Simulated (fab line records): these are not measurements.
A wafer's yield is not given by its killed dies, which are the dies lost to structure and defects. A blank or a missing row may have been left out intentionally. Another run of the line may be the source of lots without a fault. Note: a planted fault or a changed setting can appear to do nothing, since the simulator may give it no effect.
Which tool was responsible?	flow rit_cmos	7 lots, 21 wafers sampled, at 2 steps of a route of 202

== WHAT THE GAUGES READ, wafer by wafer ==
RIT_M1_CD_MEAS_09: the cd target is 2600 nm.
lot	measured	on	cd_nm (nm)
L706	day 3 21:04	cd_sem-02	2597.3 2597.6 2597.4
L710	day 4 23:52	cd_sem-01	2597.2 2595.6 2595.4
L713	day 5 08:01	cd_sem-02	2596.8 2597.9 2597.4
L719	day 6 10:43	cd_sem-01	2598.7 2598.4 2597.3
L721	day 6 19:39	cd_sem-02	2599.7 2599.6 2599.6
L723	day 7 10:01	cd_sem-02	2601.5 2597.5 2598.7
L726	day 7 18:15	cd_sem-02	2601.4 2603.1 2601.9

== WHICH TOOL RAN EACH LOT (tool, then ch and the chambers of the sampled wafers, then the start) ==
lot	RIT_SILICIDE_RTA_04
L706	rtp_anneal-02 ch 0, day 3 16:54
L710	rtp_anneal-02 ch 0, day 4 19:23
L713	rtp_anneal-01 ch 0, day 5 03:48
L719	rtp_anneal-01 ch 0, day 6 06:56
L721	rtp_anneal-01 ch 0, day 6 15:40
L723	rtp_anneal-01 ch 0, day 7 06:04
L726	rtp_anneal-02 ch 0, day 7 14:05
- RIT_SILICIDE_RTA_04: time 10 s, ramp up 5 s, ramp down 5 s.

== THE ANSWER, worked out from the rows above alone ==
Rule: the usual values come from the lots themselves. The widest of any qualifying gaps counts: lots, ordered by their means at a reading, are off when they make up no more than a third of the lots, leave a main group of 4 or more, and stand apart from it by 3 or more times the standard deviation of that group's means. The tables above print the reading to a certain number of digits; a main group whose means all agree to those digits is not used. Also off: a lot with no number at a reading for which 4 or more lots have one. All remaining lots with rows at the step are treated as sound.
No lot is off at any reading shown: from this, nothing can be told.

== WHAT WAS PUT IN BY THE SIMULATOR ==
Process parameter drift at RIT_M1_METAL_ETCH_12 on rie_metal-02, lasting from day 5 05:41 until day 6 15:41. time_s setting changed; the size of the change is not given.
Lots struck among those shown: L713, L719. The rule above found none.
